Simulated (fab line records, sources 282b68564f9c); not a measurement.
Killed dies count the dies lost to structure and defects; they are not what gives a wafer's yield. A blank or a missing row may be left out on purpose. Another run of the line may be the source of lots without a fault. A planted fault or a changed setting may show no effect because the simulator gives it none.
2 desks looking at one fault    flow rit cmos    every desk sees just its own numbers, and what lay behind them comes last

## DESK OF THE TOOL OWNER: litho track-03
Per lot that ran on this tool, the mean of the sampled wafers carrying a number, from the tool's own readings at RIT_NLDD_HARDBAKE_07 (time 60 s). Marked OUT: a lot whose mean sits more than 4 standard deviations from the usual mean, which makes it out of limits; the brackets give that distance.
Columns: A = heater power total W at RIT_NLDD_HARDBAKE_07, usual 62.55 W; B = plate temp C at RIT_NLDD_HARDBAKE_07, usual 139.97 C
lot   first seen here  A                        B
L920  day 3 02:33      62.56                    139.99
L921  day 3 03:47      62.52                    140.04
L922  day 3 08:39      67.68 (+99 or more) OUT  148.71 (+67) OUT
L925  day 3 20:23      67.62 (+99 or more) OUT  148.70 (+67) OUT
This desk finds L922, L925 out of limits, L922 being first, at day 3 08:39 (heater power total W at RIT_NLDD_HARDBAKE_07). Within limits: L920, L921.

## FROM THE METROLOGY DESK
Lot by lot, what the gauges showed, no matter which tool ran the lot: averages of those sampled wafers that carry a number. Marked OUT: a lot whose mean sits more than 4 standard deviations from the usual mean, which makes it out of limits; the brackets give that distance.
Columns: A = REOX_OXIDE_THK at RIT_REOX_THK_MEAS_04, usual 25.3 nm; B = NLDD_OVL at RIT_NLDD_OVL_MEAS_06, usual -1.1 nm
lot   first seen here  A     B
L920  day 3 01:36      25.5  -3.6
L921  day 3 02:47      26.0  -1.0
L922  day 3 07:35      24.9  -0.5
L925  day 3 19:19      25.5  -1.2
L936  day 6 00:11      25.5  0.1
L937  day 6 04:46      25.6  -0.8
This desk found nothing out of limits on any of the 6 lots.

## BROUGHT TOGETHER
At day 3 08:39, on L922, L925, the tool owner's desk was in a position to raise an alarm.
At the metrology desk, nothing out of limits was observed.
The metrology desk has L922, L925 on record, within its limits.
The lots listed all ran RIT_NLDD_HARDBAKE_07 on litho track-03.

## WHAT THE SIMULATOR PUT IN
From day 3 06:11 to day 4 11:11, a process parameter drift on litho track-03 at RIT_NLDD_HARDBAKE_07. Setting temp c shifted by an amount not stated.
Lots struck among those shown: L922, L925.
How many hours passed from the start of the fault until each desk's first out-of-limits reading: the tool owner's desk, 2.
